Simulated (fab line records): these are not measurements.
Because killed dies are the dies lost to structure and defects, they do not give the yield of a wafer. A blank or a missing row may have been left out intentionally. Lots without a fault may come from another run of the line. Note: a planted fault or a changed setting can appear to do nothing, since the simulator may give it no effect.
Problem report in the 8D (eight disciplines) form, filled by code    flow berkeley-cmos170    the parts of the form that need people (team, actions taken, sign-off) are left out

1. PROBLEM STATEMENT
Mean PLDD_RS at UCB170_SDANNEAL_RS_MEAS_04: 1080.5 ohm/sq over 6 wafers in 2 lots; fault-free wafers: 1029.5 ohm/sq, standard deviation 2.7. Relative to the usual mean, that is a shift of +19 standard deviations.
The step: measures by four-point-probe.
First observed at day 9 02:53: wafer L973.1, on film-metro-02. The record has a number at this step for 42 wafers belonging to 14 lots. Rule for "out", or "out of limits": more than 4 standard deviations from the usual mean. The other wafers with a number count as sound.

2. WHAT IT IS, AND WHAT IT ISN'T
question                     is                            is not
which readings at this step  PLDD_RS                       -
which lots                   L973, L974                    L963, L964, L965, L966, L967, L969, L971, L972, L981, L982, L983, L985
which wafers of those lots   all that have a number        -
read on which gauges         film-metro-02, film-metro-03  film-metro-04
when                         from day 9 02:53              up to then (24 sound wafers); but 12 sound wafers of L981, L982, L983, L985 came after

3. WHAT RULES OUT EACH SUSPECT
Counting: a tool at a process step up to the reading stays a suspect if it ran every lot that is out and no sound lot after the first of them.
- ruled out: the gauge at UCB170_SDANNEAL_RS_MEAS_04. Those wafers that are out were read across 2 gauges (film-metro-02, film-metro-03).
- implanter-03 at UCB170_PLDD_IMPLANT_09: kept. All lots that are out passed through it, beginning with L973 at day 8 14:02, and no sound lot followed; its final sound lot before that point was L969 at day 7 05:47. Its own readings are out on those wafers: dose-ions-cm2.
Remaining after the count: implanter-03 at UCB170_PLDD_IMPLANT_09.

4. THE CAUSE (what the simulator had put in)
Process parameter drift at UCB170_PLDD_IMPLANT_09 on implanter-03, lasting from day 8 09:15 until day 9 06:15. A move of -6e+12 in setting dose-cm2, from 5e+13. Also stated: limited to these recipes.
After counting, this tool was the only one left.

5. THE EFFECT CHAIN, in route order
One row per reading whose mean, taken over the struck wafers that have a number, lies over 3 standard deviations from the usual. Scope: only readings with a usual standard deviation given in the record; hours: median across lots of the time from each lot's start at the first step in this table that gives one to its start at this step; sigmas: change in usual standard deviations.
hours  step                        reading        usual          on struck wafers  change  sigmas
0      UCB170_PLDD_IMPLANT_09      dose-ions-cm2  5e+13          4e+13             -6e+12  -99 or more
0      UCB170_PLDD_TW_MEAS_11      PLDD_TW        1014           986               -28     -3.6
14     UCB170_SDANNEAL_RS_MEAS_04  PLDD_RS        1029.5 ohm/sq  1080.5            +51.0   +19
Here are the process steps it includes:
- UCB170_PLDD_IMPLANT_09

6. HOW IT WOULD HAVE BEEN CAUGHT EARLIER
The first out-of-limits reading at a measuring or inspecting step in this record came at day 9 02:53, 18 hours after the fault's start at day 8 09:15.
At UCB170_PLDD_IMPLANT_09, the tool's own readings (dose-ions-cm2) were out on each struck wafer the step has a row for, so an alarm limit on them would have fired on the first such wafer.
Of the lots that are out (2), L974 began UCB170_PLDD_IMPLANT_09 on implanter-03 after day 9 02:53. Holding the tool at that time would have saved it.
